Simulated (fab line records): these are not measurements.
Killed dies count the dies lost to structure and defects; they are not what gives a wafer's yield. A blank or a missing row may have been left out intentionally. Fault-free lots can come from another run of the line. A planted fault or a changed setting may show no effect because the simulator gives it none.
Which tool was responsible? || flow berkeleyCmos170 || 13 lots, 39 wafers sampled, at 5 steps of a route of 331

WHAT THE GAUGES READ, wafer by wafer
UCB170_SDANNEAL_RS_MEAS_03: the measuring method here is four-point-probe. Usual: NSD_RS 37.30 ohm/sq, standard deviation 0.093.
{"lot": "L123", "measured": "day 6 11:30", "on": "filmMetro-01", "NSD_RS (ohm/sq)": "37.27 37.31 37.32", "flag": ""}
{"lot": "L124", "measured": "day 7 01:53", "on": "filmMetro-01", "NSD_RS (ohm/sq)": "37.49 37.39 37.35", "flag": ""}
{"lot": "L128", "measured": "day 7 11:47", "on": "filmMetro-02", "NSD_RS (ohm/sq)": "37.20 37.28 37.32", "flag": ""}
{"lot": "L129", "measured": "day 8 00:24", "on": "filmMetro-03", "NSD_RS (ohm/sq)": "37.37 37.24 37.21", "flag": ""}
{"lot": "L130", "measured": "day 8 00:56", "on": "filmMetro-01", "NSD_RS (ohm/sq)": "37.08 37.15 37.14", "flag": ""}
{"lot": "L131", "measured": "day 8 04:11", "on": "filmMetro-03", "NSD_RS (ohm/sq)": "37.44 37.38 37.29", "flag": ""}
{"lot": "L133", "measured": "day 8 06:29", "on": "filmMetro-01", "NSD_RS (ohm/sq)": "37.30 37.31 37.18", "flag": ""}
{"lot": "L132", "measured": "day 8 06:46", "on": "filmMetro-02", "NSD_RS (ohm/sq)": "37.45 37.41 37.45", "flag": ""}
{"lot": "L134", "measured": "day 8 23:26", "on": "filmMetro-03", "NSD_RS (ohm/sq)": "37.31 37.33 37.28", "flag": ""}
{"lot": "L136", "measured": "day 9 13:49", "on": "filmMetro-03", "NSD_RS (ohm/sq)": "37.30 37.31 37.43", "flag": ""}
{"lot": "L137", "measured": "day 9 14:14", "on": "filmMetro-01", "NSD_RS (ohm/sq)": "37.34 37.41 37.42", "flag": ""}
{"lot": "L142", "measured": "day 10 09:29", "on": "filmMetro-01", "NSD_RS (ohm/sq)": "37.21 37.27 37.25", "flag": ""}
{"lot": "L146", "measured": "day 10 20:28", "on": "filmMetro-03", "NSD_RS (ohm/sq)": "37.25 37.35 37.33", "flag": ""}

UCB170_M1_RS_MEAS_01: the measuring method here is four-point-probe. Usual: M1_AL_RS 0.0473 ohm/sq, standard deviation 0.00056.
{"lot": "L123", "measured": "day 6 18:24", "on": "filmMetro-03", "M1_AL_RS (ohm/sq)": "0.0477 0.0480 0.0479", "flag": ""}
{"lot": "L124", "measured": "day 7 07:40", "on": "filmMetro-02", "M1_AL_RS (ohm/sq)": "0.0473 0.0476 0.0469", "flag": ""}
{"lot": "L128", "measured": "day 7 17:28", "on": "filmMetro-03", "M1_AL_RS (ohm/sq)": "0.0474 0.0465 0.0471", "flag": ""}
{"lot": "L129", "measured": "day 8 06:31", "on": "filmMetro-03", "M1_AL_RS (ohm/sq)": "0.0471 0.0468 0.0464", "flag": ""}
{"lot": "L130", "measured": "day 8 06:53", "on": "filmMetro-01", "M1_AL_RS (ohm/sq)": "0.0472 0.0477 0.0474", "flag": ""}
{"lot": "L131", "measured": "day 8 11:20", "on": "filmMetro-02", "M1_AL_RS (ohm/sq)": "0.0474 0.0476 0.0470", "flag": ""}
{"lot": "L133", "measured": "day 8 13:04", "on": "filmMetro-01", "M1_AL_RS (ohm/sq)": "0.0478 0.0486 0.0474", "flag": ""}
{"lot": "L132", "measured": "day 8 13:21", "on": "filmMetro-02", "M1_AL_RS (ohm/sq)": "0.0477 0.0477 0.0473", "flag": ""}
{"lot": "L134", "measured": "day 9 05:02", "on": "filmMetro-02", "M1_AL_RS (ohm/sq)": "0.0471 0.0474 0.0470", "flag": ""}
{"lot": "L136", "measured": "day 9 20:57", "on": "filmMetro-01", "M1_AL_RS (ohm/sq)": "0.0546 0.0478 0.0549", "flag": "OFF"}
{"lot": "L137", "measured": "day 9 20:11", "on": "filmMetro-02", "M1_AL_RS (ohm/sq)": "0.0475 0.0463 0.0471", "flag": ""}
{"lot": "L142", "measured": "day 10 18:42", "on": "filmMetro-03", "M1_AL_RS (ohm/sq)": "0.0464 0.0470 0.0467", "flag": ""}
{"lot": "L146", "measured": "day 11 04:02", "on": "filmMetro-03", "M1_AL_RS (ohm/sq)": "0.0472 0.0470 0.0482", "flag": ""}

UCB170_M1_THK_MEAS_02: measures by xrf. Usual: M1_AL_THK 624 nm, standard deviation 8.3.
{"lot": "L123", "measured": "day 6 18:31", "on": "filmMetro-03", "M1_AL_THK (nm)": "620 621 616", "flag": ""}
{"lot": "L124", "measured": "day 7 07:47", "on": "filmMetro-02", "M1_AL_THK (nm)": "619 616 625", "flag": ""}
{"lot": "L128", "measured": "day 7 17:35", "on": "filmMetro-03", "M1_AL_THK (nm)": "627 639 631", "flag": ""}
{"lot": "L129", "measured": "day 8 06:38", "on": "filmMetro-03", "M1_AL_THK (nm)": "630 632 635", "flag": ""}
{"lot": "L130", "measured": "day 8 06:59", "on": "filmMetro-01", "M1_AL_THK (nm)": "623 615 619", "flag": ""}
{"lot": "L131", "measured": "day 8 11:27", "on": "filmMetro-02", "M1_AL_THK (nm)": "618 615 623", "flag": ""}
{"lot": "L133", "measured": "day 8 13:11", "on": "filmMetro-01", "M1_AL_THK (nm)": "615 602 620", "flag": ""}
{"lot": "L132", "measured": "day 8 13:26", "on": "filmMetro-02", "M1_AL_THK (nm)": "613 612 620", "flag": ""}
{"lot": "L134", "measured": "day 9 05:09", "on": "filmMetro-02", "M1_AL_THK (nm)": "621 621 624", "flag": ""}
{"lot": "L136", "measured": "day 9 21:03", "on": "filmMetro-01", "M1_AL_THK (nm)": "544 619 540", "flag": "OFF"}
{"lot": "L137", "measured": "day 9 20:18", "on": "filmMetro-02", "M1_AL_THK (nm)": "620 635 620", "flag": ""}
{"lot": "L142", "measured": "day 10 18:49", "on": "filmMetro-03", "M1_AL_THK (nm)": "645 637 640", "flag": ""}
{"lot": "L146", "measured": "day 11 04:09", "on": "filmMetro-03", "M1_AL_THK (nm)": "628 632 616", "flag": ""}

TOOL THAT RAN EACH LOT (tool first, then ch and the chambers of the sampled wafers, then the start)
{"lot": "L123", "UCB170_CONTACT_STRIP_19": "plasmaAsher-02 ch 0,1, day 6 17:32", "UCB170_M1_SPUTTER_00": "pvdSputter-02, day 6 18:19"}
{"lot": "L124", "UCB170_CONTACT_STRIP_19": "plasmaAsher-04 ch 0,1, day 7 07:12", "UCB170_M1_SPUTTER_00": "pvdSputter-04, day 7 07:35"}
{"lot": "L128", "UCB170_CONTACT_STRIP_19": "plasmaAsher-02 ch 0,1, day 7 16:59", "UCB170_M1_SPUTTER_00": "pvdSputter-04, day 7 17:24"}
{"lot": "L129", "UCB170_CONTACT_STRIP_19": "plasmaAsher-02 ch 0,1, day 8 06:04", "UCB170_M1_SPUTTER_00": "pvdSputter-03, day 8 06:27"}
{"lot": "L130", "UCB170_CONTACT_STRIP_19": "plasmaAsher-04 ch 0,1, day 8 06:07", "UCB170_M1_SPUTTER_00": "pvdSputter-02, day 8 06:38"}
{"lot": "L131", "UCB170_CONTACT_STRIP_19": "plasmaAsher-02 ch 0,1, day 8 10:52", "UCB170_M1_SPUTTER_00": "pvdSputter-04, day 8 11:16"}
{"lot": "L133", "UCB170_CONTACT_STRIP_19": "plasmaAsher-03 ch 0,1, day 8 12:36", "UCB170_M1_SPUTTER_00": "pvdSputter-03, day 8 13:01"}
{"lot": "L132", "UCB170_CONTACT_STRIP_19": "plasmaAsher-04 ch 0,1, day 8 12:52", "UCB170_M1_SPUTTER_00": "pvdSputter-02, day 8 13:14"}
{"lot": "L134", "UCB170_CONTACT_STRIP_19": "plasmaAsher-02 ch 0,1, day 9 04:26", "UCB170_M1_SPUTTER_00": "pvdSputter-02, day 9 04:58"}
{"lot": "L136", "UCB170_CONTACT_STRIP_19": "plasmaAsher-02 ch 0,1, day 9 20:28", "UCB170_M1_SPUTTER_00": "pvdSputter-03, day 9 20:51"}
{"lot": "L137", "UCB170_CONTACT_STRIP_19": "plasmaAsher-03 ch 1, day 9 19:43", "UCB170_M1_SPUTTER_00": "pvdSputter-03, day 9 20:07"}
{"lot": "L142", "UCB170_CONTACT_STRIP_19": "plasmaAsher-04 ch 0,1, day 10 18:14", "UCB170_M1_SPUTTER_00": "pvdSputter-04, day 10 18:38"}
{"lot": "L146", "UCB170_CONTACT_STRIP_19": "plasmaAsher-04 ch 0,1, day 11 03:29", "UCB170_M1_SPUTTER_00": "pvdSputter-02, day 11 03:58"}
- UCB170_CONTACT_STRIP_19: strips in O2.
- UCB170_M1_SPUTTER_00: material Al, target thk 600 nm, time 82.13 s.

WHAT THE TOOLS THEMSELVES READ (means of the sampled wafers that have a number; where no wafer has one, the mark that the record gives instead)
UCB170_CONTACT_STRIP_19. Usual: chamberPressureMTorr 3500 mTorr, standard deviation 3.6; drypumpMotorCurrentA 5.7 A, standard deviation 0.39; oesProductAu 0.726 a.u., standard deviation 0.0044.
{"lot": "L123", "tool": "plasmaAsher-02", "chamberPressureMTorr (mTorr)": 3499, "drypumpMotorCurrentA (A)": 5.5, "oesProductAu (a.u.)": 0.729, "flag": ""}
{"lot": "L124", "tool": "plasmaAsher-04", "chamberPressureMTorr (mTorr)": 3496, "drypumpMotorCurrentA (A)": 6.0, "oesProductAu (a.u.)": 0.729, "flag": ""}
{"lot": "L128", "tool": "plasmaAsher-02", "chamberPressureMTorr (mTorr)": 3499, "drypumpMotorCurrentA (A)": 5.6, "oesProductAu (a.u.)": 0.722, "flag": ""}
{"lot": "L129", "tool": "plasmaAsher-02", "chamberPressureMTorr (mTorr)": 3499, "drypumpMotorCurrentA (A)": 5.5, "oesProductAu (a.u.)": 0.727, "flag": ""}
{"lot": "L130", "tool": "plasmaAsher-04", "chamberPressureMTorr (mTorr)": 3497, "drypumpMotorCurrentA (A)": 5.9, "oesProductAu (a.u.)": 0.725, "flag": ""}
{"lot": "L131", "tool": "plasmaAsher-02", "chamberPressureMTorr (mTorr)": 3503, "drypumpMotorCurrentA (A)": 5.6, "oesProductAu (a.u.)": 0.725, "flag": ""}
{"lot": "L133", "tool": "plasmaAsher-03", "chamberPressureMTorr (mTorr)": 3502, "drypumpMotorCurrentA (A)": 5.9, "oesProductAu (a.u.)": 0.722, "flag": ""}
{"lot": "L132", "tool": "plasmaAsher-04", "chamberPressureMTorr (mTorr)": 3500, "drypumpMotorCurrentA (A)": 5.9, "oesProductAu (a.u.)": 0.723, "flag": ""}
{"lot": "L134", "tool": "plasmaAsher-02", "chamberPressureMTorr (mTorr)": 3499, "drypumpMotorCurrentA (A)": 5.5, "oesProductAu (a.u.)": 0.728, "flag": ""}
{"lot": "L136", "tool": "plasmaAsher-02", "chamberPressureMTorr (mTorr)": 3498, "drypumpMotorCurrentA (A)": 5.6, "oesProductAu (a.u.)": 0.729, "flag": ""}
{"lot": "L137", "tool": "plasmaAsher-03", "chamberPressureMTorr (mTorr)": 3504, "drypumpMotorCurrentA (A)": 5.0, "oesProductAu (a.u.)": 0.726, "flag": ""}
{"lot": "L142", "tool": "plasmaAsher-04", "chamberPressureMTorr (mTorr)": 3499, "drypumpMotorCurrentA (A)": 5.9, "oesProductAu (a.u.)": 0.727, "flag": ""}
{"lot": "L146", "tool": "plasmaAsher-04", "chamberPressureMTorr (mTorr)": 3501, "drypumpMotorCurrentA (A)": 5.9, "oesProductAu (a.u.)": 0.720, "flag": ""}

UCB170_M1_SPUTTER_00. Usual: cathodeDcPowerW 6000.0 W, standard deviation 1.2; chamberPressurePa 0.5002 Pa, standard deviation 0.00095; throttleValvePct 29.7 %, standard deviation 0.86.
{"lot": "L123", "tool": "pvdSputter-02", "cathodeDcPowerW (W)": 5998.9, "chamberPressurePa (Pa)": 0.4991, "throttleValvePct (%)": 30.3, "flag": ""}
{"lot": "L124", "tool": "pvdSputter-04", "cathodeDcPowerW (W)": 5999.6, "chamberPressurePa (Pa)": 0.5008, "throttleValvePct (%)": 29.8, "flag": ""}
{"lot": "L128", "tool": "pvdSputter-04", "cathodeDcPowerW (W)": 5999.6, "chamberPressurePa (Pa)": 0.4999, "throttleValvePct (%)": 29.7, "flag": ""}
{"lot": "L129", "tool": "pvdSputter-03", "cathodeDcPowerW (W)": 5999.2, "chamberPressurePa (Pa)": 0.4998, "throttleValvePct (%)": 29.6, "flag": ""}
{"lot": "L130", "tool": "pvdSputter-02", "cathodeDcPowerW (W)": 6000.9, "chamberPressurePa (Pa)": 0.5002, "throttleValvePct (%)": 30.4, "flag": ""}
{"lot": "L131", "tool": "pvdSputter-04", "cathodeDcPowerW (W)": 6000.0, "chamberPressurePa (Pa)": 0.5003, "throttleValvePct (%)": 30.8, "flag": ""}
{"lot": "L133", "tool": "pvdSputter-03", "cathodeDcPowerW (W)": 6000.1, "chamberPressurePa (Pa)": 0.4997, "throttleValvePct (%)": 29.5, "flag": ""}
{"lot": "L132", "tool": "pvdSputter-02", "cathodeDcPowerW (W)": 5999.2, "chamberPressurePa (Pa)": 0.5005, "throttleValvePct (%)": 30.0, "flag": ""}
{"lot": "L134", "tool": "pvdSputter-02", "cathodeDcPowerW (W)": 5999.6, "chamberPressurePa (Pa)": 0.5001, "throttleValvePct (%)": 29.5, "flag": ""}
{"lot": "L136", "tool": "pvdSputter-03", "cathodeDcPowerW (W)": 5473.8, "chamberPressurePa (Pa)": 0.4987, "throttleValvePct (%)": 30.0, "flag": "OFF"}
{"lot": "L137", "tool": "pvdSputter-03", "cathodeDcPowerW (W)": 5999.4, "chamberPressurePa (Pa)": 0.5005, "throttleValvePct (%)": 29.6, "flag": ""}
{"lot": "L142", "tool": "pvdSputter-04", "cathodeDcPowerW (W)": 5999.5, "chamberPressurePa (Pa)": 0.5009, "throttleValvePct (%)": 29.3, "flag": ""}
{"lot": "L146", "tool": "pvdSputter-02", "cathodeDcPowerW (W)": 5998.9, "chamberPressurePa (Pa)": 0.5000, "throttleValvePct (%)": 29.2, "flag": ""}

THE ANSWER, worked out from the rows above alone
Rule: lot off if the mean of its wafers having a number is beyond 3 standard deviations from the usual mean. A lot without any number at a reading at which 4 lots or more have one is off too. All remaining lots with rows at the step are treated as sound. Order of review: gauges by route order, followed by the tools' own readings, for which a lot's mean as printed above is used. The first step at which some lot is off is used, and at that step the reading that is off furthest; a lot without a number counts as furthest.
Off: at UCB170_M1_RS_MEAS_01 (M1_AL_RS), L136.
If a tool, at a process step before that reading, ran all the lots that are off and no sound lot after the first of them, it fits. Not tried: the gauges at UCB170_M1_RS_MEAS_01; whatever is off there is also off at UCB170_M1_SPUTTER_00, on other tools, and gauge error can't account for it. This does not decide it: 2 tools fit, namely plasmaAsher-02 at UCB170_CONTACT_STRIP_19 and pvdSputter-03 at UCB170_M1_SPUTTER_00.

WHAT THE SIMULATOR HAD INSERTED
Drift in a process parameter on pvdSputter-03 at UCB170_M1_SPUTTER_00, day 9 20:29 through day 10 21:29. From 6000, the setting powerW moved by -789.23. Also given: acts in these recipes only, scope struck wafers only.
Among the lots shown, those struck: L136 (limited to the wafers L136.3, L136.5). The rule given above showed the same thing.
